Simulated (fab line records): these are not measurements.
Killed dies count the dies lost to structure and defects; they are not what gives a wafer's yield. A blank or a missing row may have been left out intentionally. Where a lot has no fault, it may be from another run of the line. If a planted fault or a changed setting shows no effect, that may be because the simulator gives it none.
Lot-split experiment | flow berkeley-cmos170 | on a route of 331 steps: 5 lots, 23 wafers read

THE SPLIT ITSELF
At UCB170_NSD_IMPLANT_08, the setting energy-kev was moved away from the recipe's 40 on 5 of the 23 wafers read, by -4.4% to -3.0%. This setting was run at the recipe's value on the other wafers.

FROM THE SPLIT TO THE READING: what the file shows between them, 5 steps
- UCB170_NSD_STRIP_09: strips in O2
- UCB170_NSD_CLEAN_11: cleans in SPM, time 600 s
- UCB170_SDANNEAL_RTA_00: time 10 s
- UCB170_SDANNEAL_RTA_01: time 5 s
- UCB170_SDANNEAL_RS_MEAS_02: measures by four-point-probe

THE READING
Measured at UCB170_SDANNEAL_RS_MEAS_03 by four-point probe: NSD_RS, in ohm/sq. Typical for fault-free wafers on this fab line: 37.21 ohm/sq, with standard deviation 0.092 ohm/sq.

wafer  | tool, chamber at the split | energy-kev as run | against the recipe | NSD_RS, ohm/sq | against lot-mates on the recipe
L074.1 | implanter-03, 0            | 40                | recipe             | 37.05          | -
L074.2 | implanter-03, 0            | 40                | recipe             | 37.13          | -
L074.4 | implanter-03, 0            | 38.81             | -3.0%              | 37.50          | +0.42
L074.5 | implanter-03, 0            | 38.81             | -3.0%              | 37.35          | +0.27
L074.6 | implanter-03, 0            | 40                | recipe             | 37.07          | -
L077.1 | implanter-03, 0            | 40                | recipe             | 37.28          | -
L077.2 | implanter-03, 0            | 40                | recipe             | 37.30          | -
L077.3 | implanter-03, 0            | 40                | recipe             | 37.42          | -
L077.4 | implanter-03, 0            | 40                | recipe             | 37.36          | -
L077.6 | implanter-03, 0            | 40                | recipe             | 37.22          | -
L076.1 | implanter-02, 0            | 40                | recipe             | 37.21          | -
L076.4 | implanter-02, 0            | 40                | recipe             | 37.22          | -
L076.5 | implanter-02, 0            | 40                | recipe             | 37.23          | -
L080.1 | implanter-03, 0            | 38.23             | -4.4%              | 37.79          | +0.50
L080.2 | implanter-03, 0            | 38.23             | -4.4%              | 37.91          | +0.62
L080.4 | implanter-03, 0            | 38.23             | -4.4%              | 37.86          | +0.57
L080.5 | implanter-03, 0            | 40                | recipe             | 37.26          | -
L080.6 | implanter-03, 0            | 40                | recipe             | 37.32          | -
L083.1 | implanter-03, 0            | 40                | recipe             | 37.28          | -
L083.2 | implanter-03, 0            | 40                | recipe             | 37.32          | -
L083.3 | implanter-03, 0            | 40                | recipe             | 37.14          | -
L083.4 | implanter-03, 0            | 40                | recipe             | 37.18          | -
L083.5 | implanter-03, 0            | 40                | recipe             | 37.17          | -

FIT RESULTS
A straight line over all 23 wafers: NSD_RS changes by -0.125 ohm/sq for each +1% of energy-kev; r = -0.89; the points scatter about the line by 0.11 ohm/sq.
The same after taking each lot's own level away (the mean of its wafers on the recipe; 23 wafers): -0.125 ohm/sq for each +1%; r = -0.96; scatter 0.059 ohm/sq.
That fit puts the effect of the largest move of energy-kev on the reading at 0.55 ohm/sq.
The span of the lots' own levels, 37.083 to 37.316 ohm/sq, comes to 2.5 times the standard deviation stated above.
Consequently the slope shifts little with the lot-to-lot level, the two slopes agreeing.
Check: with one of the wafers moved furthest among these (-4.4%) left out of the fit, the line predicts +0.568 ohm/sq for it against its lot-mates. It came out at +0.5 ohm/sq against them.

THE WHOLE CHAIN: every reading that the file lists as answering this split, in the file's order
step                       | what it does                 | reading                                                         | change (the file's fit)               | r (the file's)
UCB170_NSD_IMPLANT_08      |                              | implant.rp-nm (the simulator's own value, which no gauge read)  | +0.458 nm for each +1% of the setting | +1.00
UCB170_NSD_IMPLANT_08      |                              | implant.drp-nm (the simulator's own value, which no gauge read) | +0.18 nm for each +1% of the setting  | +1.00
UCB170_NSD_STRIP_09        | strips in O2                 | strip-time-to-endpoint-s                                        | withheld for each +1% of the setting  | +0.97
UCB170_SDANNEAL_RS_MEAS_03 | measures by four-point-probe | NSD_RS                                                          | -0.124 for each +1% of the setting    | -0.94

FILE'S OWN FIT
NSD_RS changes by -0.124 ohm/sq for each +1% of energy-kev, r = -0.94.
